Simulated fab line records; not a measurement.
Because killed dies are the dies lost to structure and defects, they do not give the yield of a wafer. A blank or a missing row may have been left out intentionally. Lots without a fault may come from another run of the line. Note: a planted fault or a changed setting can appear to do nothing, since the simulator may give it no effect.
Problem report, 8D (eight disciplines) form, completed by code :: flow rit cmos :: the parts of the form that need people (team, actions taken, sign-off) are left out

## 1. WHAT WENT WRONG
Wafers without a fault read 753.3, standard deviation 0.81; wafer_temp_C_max at RIT_SILICIDE_RTA_06 reads a mean of 643.6 on 6 wafers belonging to 2 lots. That is -99 or more standard deviations from the usual mean.
The step: time 10 s, ramp up 5 s, ramp down 10 s.
The first sign was on wafer L633.3 at day 5 19:23, on rtp anneal-01. The record has a number at this step for 42 wafers belonging to 14 lots. Rule for "out", or "out of limits": more than 4 standard deviations from the usual mean. The rest of the wafers with a number are treated as sound.

## 2. WHAT IT IS AND WHAT IT IS NOT
question: which readings at this step
is: wafer_temp_C_max
is not: -

question: which lots
is: L633, L635
is not: L620, L621, L622, L623, L624, L625, L626, L627, L630, L639, L641, L643

question: which wafers of those lots
is: all that have a number
is not: -

question: read on which tools
is: rtp anneal-01
is not: rtp anneal-02

question: when
is: from day 5 19:23
is not: up to then (27 sound wafers); but 9 sound wafers of L639, L641, L643 came after

## 3. SUSPECTS, AND WHAT RULES EACH OUT
Counting: a tool stays on the suspect list if, at a process step up to the reading, it processed all lots that are out and no sound lot following the first of them.
- rtp anneal-01 at RIT_SILICIDE_RTA_06 (time 10 s, ramp up 5 s, ramp down 10 s): kept. It ran every lot that is out, first L633 (day 5 19:23), and no sound lot after that; its last sound lot up to then is L627 (day 4 16:16). Its own wafer_temp_C_max readings are out on those wafers.
Remaining after the count: rtp anneal-01 at RIT_SILICIDE_RTA_06.

## 4. THE CAUSE (what the simulator had put in)
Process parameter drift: rtp anneal-01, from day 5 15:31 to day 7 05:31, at RIT_SILICIDE_RTA_06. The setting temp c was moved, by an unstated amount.
Only this tool survived the counting.

## 5. SEQUENCE OF EFFECTS, ordered by route
Each row: a reading where the mean over the struck wafers with a number is more than 3 standard deviations away from the usual. Readings are gone through only where the record gives a usual standard deviation; hours: the median, over the lots, of the time from a lot's start at the first step in this table giving one to that lot's start at this step; sigmas: the change measured in usual standard deviations.
hours: 0
step: RIT_SILICIDE_RTA_06
reading: wafer_temp_C_max
usual: 753.3
on struck wafers: 643.6
change: -109.7
sigmas: -99 or more
It contains these process steps:
- RIT_SILICIDE_RTA_06: time 10 s, ramp up 5 s, ramp down 10 s.

## 6. WHAT WOULD HAVE CAUGHT IT SOONER
In this record the first reading out of limits was taken at day 5 19:23, 4 hours after the fault began at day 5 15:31.
